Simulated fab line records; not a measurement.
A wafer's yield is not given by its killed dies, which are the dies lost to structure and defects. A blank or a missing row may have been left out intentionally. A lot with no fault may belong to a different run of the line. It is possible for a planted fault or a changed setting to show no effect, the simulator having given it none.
fab line records ; flow ritCmos
[record] lots = 7; wafers = 21; lastDay = 7
route steps=202 shown NSD@133 PSD@142 M1@202
lots with no fault: from the same line, run without faults
startH: hours from the record's opening day to when the first of the lot's shown wafers began ; waitH: hours from the lot's prior step to this one ; " repeats the value in the row above ; L1.1+2: several wafers, shown together as one row ; - no value present, or no start provided ; * or withheld: withheld ; < > ~ a bound
route shown NAME@n: NAME is a module with steps in the file, n the number in the route of the first one ; usual: average and standard deviation across the fault-free wafers ; same: alike in all rows ; chamber/n: place in a boat ; sites: per-site readings ; _std_site: the standard deviation of these ; _edge_site: mean of outer sites minus mean of inner sites ; radiusMm: how far each site lies from the wafer's centre ; mask NAME#n: copy n ; behind: the tool/chamber that last shaped the wafer ; hold: cause of the lot's hold/its duration in hours/its outcome ; device: which transistor (n, p or np) failed to switch ; end of line: the route-end tests of the same wafers ; for a step that has no rows: nothing shown but its recipe ; killed: count of dies lost to structure and defects at first sort (not the wafer's yield) ; map: a wafer's dies, marking killed ones x, the rest . and places with no die _
set.NAME: the setting the step ran with; set.NAME@STEP: the setting that earlier step ran with ; model.NAME: the simulator's own value behind a step, which no gauge read
lots at some steps of the route; a table a step, a row a wafer
services: when a tool's chamber went out of use (startH, in hours from the record's first day, below 0 if earlier), for how many hours, and the reason
[[steps]]
[step RIT_NSD_SOFTBAKE_02]
[recipe] resist = NOVOLAK; tempC = 90; timeS = 60
[step RIT_NSD_EXPOSE_03]
[recipe] maskId = M9; na = 0.57; targetCdNm = 40700; doseMj = 250
[step RIT_NSD_PEB_04]
[recipe] resist = NOVOLAK; tempC = withheld; timeS = withheld
[step RIT_NSD_DEVELOP_05]
[recipe] resist = NOVOLAK; developTimeS = 50; devTempC = 23
[step RIT_NSD_OVL_MEAS_06]
[usual] NSD_OVL = 0.1/1.5
lot.wafer;tool;chamber;startH;waitH;NSD_OVL[nm]
L988.1;overlay-01;-;72.30;-;-0.7
L988.4;overlay-01;-;72.30;-;-0.1
L988.5;overlay-01;-;72.30;-;0.1
L989.1;overlay-02;-;90.06;-;-1.5
L989.2;overlay-02;-;90.06;-;-0.6
L989.3;overlay-02;-;90.06;-;0.4
L100.2;overlay-01;-;137.44;-;-0.4
L100.3;overlay-01;-;137.44;-;0.0
L100.4;overlay-01;-;137.44;-;0.8
L102.1;overlay-01;-;140.35;-;1.8
L102.2;overlay-01;-;140.35;-;0.9
L102.6;overlay-01;-;140.35;-;-0.2
L103.1;overlay-02;-;144.51;-;1.9
L103.4;overlay-02;-;144.51;-;2.1
L103.5;overlay-02;-;144.51;-;2.8
L109.1;overlay-01;-;164.91;-;0.9
L109.2;overlay-01;-;164.91;-;1.2
L109.4;overlay-01;-;164.91;-;1.3
L110.4;overlay-01;-;167.60;-;1.2
L110.5;overlay-01;-;167.60;-;1.6
L110.6;overlay-01;-;167.60;-;1.7
[step RIT_NSD_HARDBAKE_07]
[recipe] resist = NOVOLAK; tempC = 140; timeS = 60
[step RIT_NSD_IMPLANT_08]
[recipe] species = P; energyKev = 25; doseCm2 = 1e+15; tiltDeg = 7
[step RIT_NSD_STRIP_09]
[recipe] chemistry = O2; timeS = 180; resist = NOVOLAK; platenTempC = withheld; powerW = 500; pressureMtorr = 4000; o2FlowSccm = 4000
[usual] drypumpMotorCurrentA = 5.7/0.35
lot.wafer;tool;chamber;startH;waitH;drypumpMotorCurrentA;rfHoursCounterH
L988.1;plasmaAsher-03;1;72.63;0.1;5.5;35
L988.4;plasmaAsher-03;1;72.63;0.1;5.5;-
L988.5;plasmaAsher-03;0;72.63;0.1;5.7;-
L989.1;plasmaAsher-02;0;90.40;0.1;5.5;45
L989.2;plasmaAsher-02;1;90.40;0.1;6.5;45
L989.3;plasmaAsher-02;0;90.40;0.1;5.5;-
L100.2;plasmaAsher-03;0;137.77;0.1;5.7;43
L100.3;plasmaAsher-03;0;137.77;0.1;5.6;-
L100.4;plasmaAsher-03;1;137.77;0.1;5.6;-
L102.1;plasmaAsher-03;0;140.71;0.1;5.7;43
L102.2;plasmaAsher-03;1;140.71;0.1;5.6;43
L102.6;plasmaAsher-03;0;140.71;0.1;5.7;-
L103.1;plasmaAsher-03;0;144.97;0.1;5.6;44
L103.4;plasmaAsher-03;0;144.97;0.1;5.7;-
L103.5;plasmaAsher-03;0;144.97;0.1;5.7;-
L109.1;plasmaAsher-04;0;165.24;0.1;5.4;54
L109.2;plasmaAsher-04;1;165.24;0.1;5.7;54
L109.4;plasmaAsher-04;0;165.24;0.1;5.4;-
L110.4;plasmaAsher-02;0;167.98;0.1;5.5;-
L110.5;plasmaAsher-02;1;167.98;0.1;6.5;-
L110.6;plasmaAsher-02;0;167.98;0.1;5.5;-
[step RIT_NSD_TW_MEAS_10]
[usual] NSD_TW = 3136/15
lot.wafer;tool;chamber;startH;waitH;NSD_TW
L988.1;filmMetro-02;-;72.81;0.1;3156
L988.4;filmMetro-02;-;72.81;0.1;3146
L988.5;filmMetro-02;-;72.81;0.1;3156
L989.1;filmMetro-02;-;90.57;0.1;3129
L989.2;filmMetro-02;-;90.57;0.1;3139
L989.3;filmMetro-02;-;90.57;0.1;3159
L100.2;filmMetro-03;-;137.96;0.1;3151
L100.3;filmMetro-03;-;137.96;0.1;3156
L100.4;filmMetro-03;-;137.96;0.1;3142
L102.1;filmMetro-01;-;140.89;0.1;3160
L102.2;filmMetro-01;-;140.89;0.1;3145
L102.6;filmMetro-01;-;140.89;0.1;3146
L103.1;filmMetro-01;-;145.15;0.1;3132
L103.4;filmMetro-01;-;145.15;0.1;3126
L103.5;filmMetro-01;-;145.15;0.1;3117
L109.1;filmMetro-01;-;165.42;0.1;3117
L109.2;filmMetro-01;-;165.42;0.1;3112
L109.4;filmMetro-01;-;165.42;0.1;3128
L110.4;filmMetro-01;-;168.12;0.1;3126
L110.5;filmMetro-01;-;168.12;0.1;3142
L110.6;filmMetro-01;-;168.12;0.1;3135
[step RIT_PSD_HMDS_00]
[recipe] primeTimeS = 60; primeTempC = 140
[step RIT_PSD_COAT_01]
[recipe] resist = NOVOLAK; spinRpm = 3250; resistThkNm = 1000
[step RIT_PSD_SOFTBAKE_02]
[recipe] resist = NOVOLAK; tempC = 90; timeS = 60
[step RIT_PSD_EXPOSE_03]
[recipe] maskId = M10; na = 0.57; targetCdNm = 40900; doseMj = 250
[usual] reticleTempC = 23.01/0.11
lot.wafer;tool;chamber;startH;waitH;mask;reticleTempC;model.PSD.overlayXNm
L988.1;ilineStepper-01;0;73.32;0.1;M10#0;23.00;-0.9792
L988.4;ilineStepper-01;0;73.32;0.1;M10#0;22.90;-0.9792
L988.5;ilineStepper-01;0;73.32;0.1;M10#0;23.07;-0.9792
L989.1;ilineStepper-02;0;91.31;0.3;M10#0;23.18;-0.2122
L989.2;ilineStepper-02;0;91.31;0.3;M10#0;23.24;-0.2122
L989.3;ilineStepper-02;0;91.31;0.3;M10#0;23.07;-0.2122
L100.2;ilineStepper-02;0;138.54;0.1;M10#0;23.00;-150.2
L100.3;ilineStepper-02;0;138.54;0.1;M10#0;23.06;-150.2
L100.4;ilineStepper-02;0;138.54;0.1;M10#0;23.05;-150.2
L102.1;ilineStepper-02;0;141.40;0.1;M10#0;22.89;-151.4
L102.2;ilineStepper-02;0;141.40;0.1;M10#0;23.00;-151.4
L102.6;ilineStepper-02;0;141.40;0.1;M10#0;22.96;-151.4
L103.1;ilineStepper-02;0;145.67;0.1;M10#0;23.01;-149.1
L103.4;ilineStepper-02;0;145.67;0.1;M10#0;22.88;-149.1
L103.5;ilineStepper-02;0;145.67;0.1;M10#0;22.82;-149.1
L109.1;ilineStepper-01;0;166.05;0.2;M10#0;22.96;-2.105
L109.2;ilineStepper-01;0;166.05;0.2;M10#0;23.01;-2.105
L109.4;ilineStepper-01;0;166.05;0.2;M10#0;23.15;-2.105
L110.4;ilineStepper-01;0;168.66;0.1;M10#0;22.97;0.8059
L110.5;ilineStepper-01;0;168.66;0.1;M10#0;23.03;0.8059
L110.6;ilineStepper-01;0;168.66;0.1;M10#0;23.01;0.8059
[step RIT_PSD_PEB_04]
[recipe] resist = NOVOLAK; tempC = withheld; timeS = withheld
[step RIT_PSD_DEVELOP_05]
[recipe] resist = NOVOLAK; developTimeS = 50; devTempC = 23
[step RIT_PSD_OVL_MEAS_06]
[usual] PSD_OVL = -0.9/1.4
lot.wafer;tool;chamber;startH;waitH;PSD_OVL[nm]
L988.1;overlay-01;-;73.72;-;-1.3
L988.4;overlay-01;-;73.72;-;-3.7
L988.5;overlay-01;-;73.72;-;-0.7
L989.1;overlay-02;-;91.71;-;-1.3
L989.2;overlay-02;-;91.71;-;-1.4
L989.3;overlay-02;-;91.71;-;-2.9
L100.2;overlay-02;-;139.01;-;-152.0
L100.3;overlay-02;-;139.01;-;-151.5
L100.4;overlay-02;-;139.01;-;-151.6
L102.1;overlay-01;-;141.80;-;-152.3
L102.2;overlay-01;-;141.80;-;-150.8
L102.6;overlay-01;-;141.80;-;-151.8
L103.1;overlay-01;-;146.08;-;-150.5
L103.4;overlay-01;-;146.08;-;-149.0
L103.5;overlay-01;-;146.08;-;-150.3
L109.1;overlay-02;-;166.45;-;-3.3
L109.2;overlay-02;-;166.45;-;-1.7
L109.4;overlay-02;-;166.45;-;-1.9
L110.4;overlay-02;-;169.02;-;-0.6
L110.5;overlay-02;-;169.02;-;-0.7
L110.6;overlay-02;-;169.02;-;-0.1
[step RIT_PSD_HARDBAKE_07]
[recipe] resist = NOVOLAK; tempC = 140; timeS = 60
[step RIT_M1_PROBE_99]
[usual] killedAtContacts = 0.1/0.25; killedAtFrontEnd = 7/3.1; killedDies = 7/3.2; killedOpen = 3.3/2; killedShort = 3.5/2
[same] grossDies = 264; killed_at_M0_to_M3 = 0; killed_at_M4_up = 0; killedAtBackSide = 0; killedAtOther = 0
lot.wafer;tool;chamber;startH;waitH;killedAtContacts;killedAtFrontEnd;killedDies;killedOpen;killedShort;model.etest.selectEdgeDiodeP.leakLog10A
L988.1;prober-02;-;81.95;0.1;0;6;6;2;4;-10.38
L988.4;prober-02;-;82.10;0.2;0;9;9;4;5;-9.893
L988.5;prober-02;-;82.15;0.2;0;3;3;1;2;-10.53
L989.1;prober-02;-;101.82;0.1;0;7;7;5;2;-10.34
L989.2;prober-02;-;101.87;0.1;0;3;3;2;1;-10.07
L989.3;prober-02;-;101.92;0.2;1;6;7;4;3;-10.42
L100.2;prober-01;-;148.72;0.1;0;11;11;5;6;-9.613
L100.3;prober-01;-;148.77;0.2;0;10;10;6;4;-9.884
L100.4;prober-01;-;148.82;0.2;0;14;14;9;5;-9.722
L102.1;prober-02;-;150.66;0.1;0;9;9;5;4;-9.361
L102.2;prober-02;-;150.71;0.1;0;6;6;1;5;-9.38
L102.6;prober-02;-;150.91;0.2;0;6;6;3;3;-9.533
L103.1;prober-01;-;154.73;0.1;0;6;6;2;4;-9.599
L103.4;prober-01;-;154.88;0.2;0;5;5;3;2;-9.423
L103.5;prober-01;-;154.93;0.2;0;7;7;2;5;-9.79
L109.1;prober-01;-;174.70;0.1;0;2;2;1;1;-10.61
L109.2;prober-01;-;174.75;0.1;0;6;6;3;3;-10.39
L109.4;prober-01;-;174.85;0.2;0;6;6;5;1;-10.41
L110.4;prober-02;-;177.66;0.2;0;15;15;7;8;-10.43
L110.5;prober-02;-;177.71;0.2;0;16;16;7;9;-9.925
L110.6;prober-02;-;177.76;0.2;1;8;9;6;3;-10.46
// killed by level:class
L988.1 FOX2:geometricParticle:short=1 GATE:geometricParticle:open=1 GATE:geometricParticle:short=1 SPACER:geometricParticle:short=1 SILICIDE:geometricParticle:short=1 SILICIDE:geometricParticle:open=1
L988.4 GATE:geometricParticle:short=4 FOX1:geometricParticle:open=1 FOX2:geometricParticle:short=1 FOX2:geometricParticle:open=1 GATE:geometricParticle:open=1 REOX:geometricParticle:open=1
L988.5 GATE:geometricParticle:open=1 REOX:geometricParticle:short=1 SILICIDE:geometricParticle:short=1
L989.1 SILICIDE:geometricParticle:open=3 FOX2:geometricParticle:short=1 FOX2:geometricParticle:open=1 REOX:geometricParticle:short=1 SPACER:geometricParticle:open=1
L989.2 FOX2:geometricParticle:short=1 SPACER:geometricParticle:open=1 SILICIDE:geometricParticle:open=1
L989.3 REOX:geometricParticle:open=2 FOX1:geometricParticle:short=1 GATE:geometricParticle:short=1 SPACER:geometricParticle:open=1 SILICIDE:geometricParticle:short=1 CONTACT:geometricParticle:open=1
L100.2 GATE:geometricParticle:short=4 GATE:geometricParticle:open=3 FOX1:geometricParticle:open=1 FOX2:geometricParticle:short=1 REOX:geometricParticle:short=1 REOX:geometricParticle:open=1
L100.3 GATE:geometricParticle:short=4 GATE:geometricParticle:open=3 FOX1:geometricParticle:open=2 REOX:geometricParticle:open=1
L100.4 FOX1:geometricParticle:open=4 FOX1:geometricParticle:short=2 FOX2:geometricParticle:open=2 GATE:geometricParticle:open=2 FOX2:geometricParticle:short=1 GATE:geometricParticle:short=1 SILICIDE:geometricParticle:short=1 SILICIDE:geometricParticle:open=1
L102.1 GATE:geometricParticle:open=3 GATE:geometricParticle:short=3 SPACER:geometricParticle:open=2 SPACER:geometricParticle:short=1
L102.2 FOX1:geometricParticle:short=2 SPACER:geometricParticle:short=2 GATE:geometricParticle:short=1 GATE:geometricParticle:open=1
L102.6 GATE:geometricParticle:short=2 FOX1:geometricParticle:open=1 FOX2:geometricParticle:open=1 GATE:geometricParticle:open=1 SPACER:geometricParticle:short=1
L103.1 GATE:geometricParticle:short=2 GATE:geometricParticle:open=2 REOX:geometricParticle:short=1 FOX1:geometricParticle:short=1
L103.4 GATE:geometricParticle:open=2 FOX1:geometricParticle:short=1 REOX:geometricParticle:open=1 SILICIDE:geometricParticle:short=1
L103.5 GATE:geometricParticle:short=3 FOX1:geometricParticle:short=1 FOX2:geometricParticle:open=1 SPACER:geometricParticle:open=1 SPACER:geometricParticle:short=1
L109.1 FOX2:geometricParticle:open=1 GATE:geometricParticle:short=1
L109.2 SILICIDE:geometricParticle:short=2 GATE:geometricParticle:short=1 REOX:geometricParticle:open=1 SPACER:geometricParticle:open=1 SILICIDE:geometricParticle:open=1
L109.4 GATE:geometricParticle:open=3 SILICIDE:geometricParticle:open=2 GATE:geometricParticle:short=1
L110.4 GATE:geometricParticle:open=4 FOX2:geometricParticle:short=2 GATE:geometricParticle:short=2 SPACER:geometricParticle:open=2 SPACER:geometricParticle:short=2 FOX1:geometricParticle:short=1 REOX:geometricParticle:short=1 REOX:geometricParticle:open=1
L110.5 GATE:geometricParticle:short=4 FOX2:geometricParticle:open=2 GATE:geometricParticle:open=2 REOX:geometricParticle:open=2 REOX:geometricParticle:short=2 SPACER:geometricParticle:short=2 FOX1:geometricParticle:open=1 FOX2:geometricParticle:short=1
L110.6 GATE:geometricParticle:open=2 SPACER:geometricParticle:open=2 FOX1:geometricParticle:open=1 GATE:geometricParticle:short=1 SPACER:geometricParticle:short=1 SILICIDE:geometricParticle:open=1 CONTACT:geometricParticle:short=1
[[services]]
tool;chamber;startH;hours;kind
plasmaAsher-03;-;67.92;3.8;repair
ilineStepper-01;-;69.13;1.7;pm
ilineStepper-01;-;76.64;28.9;pm
plasmaAsher-02;-;108.75;9.0;pm
plasmaAsher-02;0;108.75;9.0;ventCycle
plasmaAsher-02;1;108.75;9.0;ventCycle
plasmaAsher-02;0;117.75;-;clean
plasmaAsher-02;1;117.75;-;clean
ilineStepper-02;-;122.96;8.9;pm
plasmaAsher-03;-;130.17;3.4;repair
ilineStepper-02;-;131.85;1.7;pm
ilineStepper-01;-;159.31;3.5;repair
[[key]]
[firstSign] step = RIT_PSD_OVL_MEAS_06; reading = PSD_OVL; direction = down; sigmas = 99+; usual = -0.9; struck = -151.1
effect none on later readings
[modelEffect] step = RIT_PSD_EXPOSE_03; value = PSD.overlayXNm; without = -0.2124; struck = -150.2
[modelEffect] step = RIT_M1_PROBE_99; value = etest.selectEdgeDiodeP.leakLog10A; without = -10.45; struck = -9.589
metAt RIT_PSD_EXPOSE_03
struckWafers L100.2,L100.3,L100.4,L102.1,L102.2,L102.6,L103.1,L103.4,L103.5
testerLeftOut L100,L102,L103
onsetBetween 91.31 138.54
alsoFits RIT_NSD_STRIP_09:plasmaAsher-03
[fault] kind = scannerMatchingOverlay; tool = ilineStepper-02; chamber = -; onsetH = 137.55; steps = RIT_PSD_EXPOSE_03; offset = -150
// testerLeftOut: of these lots the tester's yield and bins aren't shown, on N5 and GAA mostly nor the transistor test; their killed dies are dies lost to structure and defects alone, not to doping, threshold or leakage, so they don't give the yield
